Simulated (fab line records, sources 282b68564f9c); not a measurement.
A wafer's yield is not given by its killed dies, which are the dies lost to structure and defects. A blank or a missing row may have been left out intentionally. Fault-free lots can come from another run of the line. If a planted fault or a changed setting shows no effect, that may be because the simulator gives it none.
What tool caused it? -- flow ritCmos -- 6 lots with 18 wafers sampled at 2 steps, on a route of 202 steps

== WHAT THE GAUGES READ, wafer by wafer ==
RIT_ACTIVE_CD_MEAS_11: target cd 1400 nm.
lot,measured,on,cdNm (nm)
L459,day 2 01:17,cdSem-01,1398.6 1398.3 1398.5
L461,day 2 12:02,cdSem-01,1402.1 1401.9 1402.3
L463,day 2 20:47,cdSem-01,1400.9 1399.9 1399.0
L467,day 3 17:29,cdSem-02,1400.0 1399.8 1397.8
L470,day 4 07:36,cdSem-01,1401.7 1401.1 1400.2
L478,day 5 23:37,cdSem-02,1395.8 1398.6 1398.3

== EACH LOT AND THE TOOL THAT RAN IT (in order: tool; ch and the chambers of the sampled wafers; start) ==
lot,RIT_ACTIVE_EXPOSE_08
L459,"ilineStepper-02 ch 0, day 2 00:53"
L461,"ilineStepper-01 ch 0, day 2 11:38"
L463,"ilineStepper-02 ch 0, day 2 20:21"
L467,"ilineStepper-01 ch 0, day 3 17:05"
L470,"ilineStepper-02 ch 0, day 4 07:12"
L478,"ilineStepper-01 ch 0, day 5 23:12"
- RIT_ACTIVE_EXPOSE_08: exposes mask M1, target cd 1400 nm.

== THE ANSWER, worked out from the rows above alone ==
Rule: what is usual is taken from the lots themselves. Put in order of their means at a reading, lots are off if they are a third of the lots or fewer, leave a main group of 4 or more, and stand apart from it by a gap of 3 or more times the standard deviation of the main group's means; of several such gaps the widest counts. Not used: any main group whose means are identical at the precision the tables above print for the reading. Also off: a lot with no number at a reading for which 4 or more lots have one. The other lots that the step has rows for count as sound.
Nothing can be told from this: no lot is off at any reading shown.

== WHAT THE SIMULATOR HAD INSERTED ==
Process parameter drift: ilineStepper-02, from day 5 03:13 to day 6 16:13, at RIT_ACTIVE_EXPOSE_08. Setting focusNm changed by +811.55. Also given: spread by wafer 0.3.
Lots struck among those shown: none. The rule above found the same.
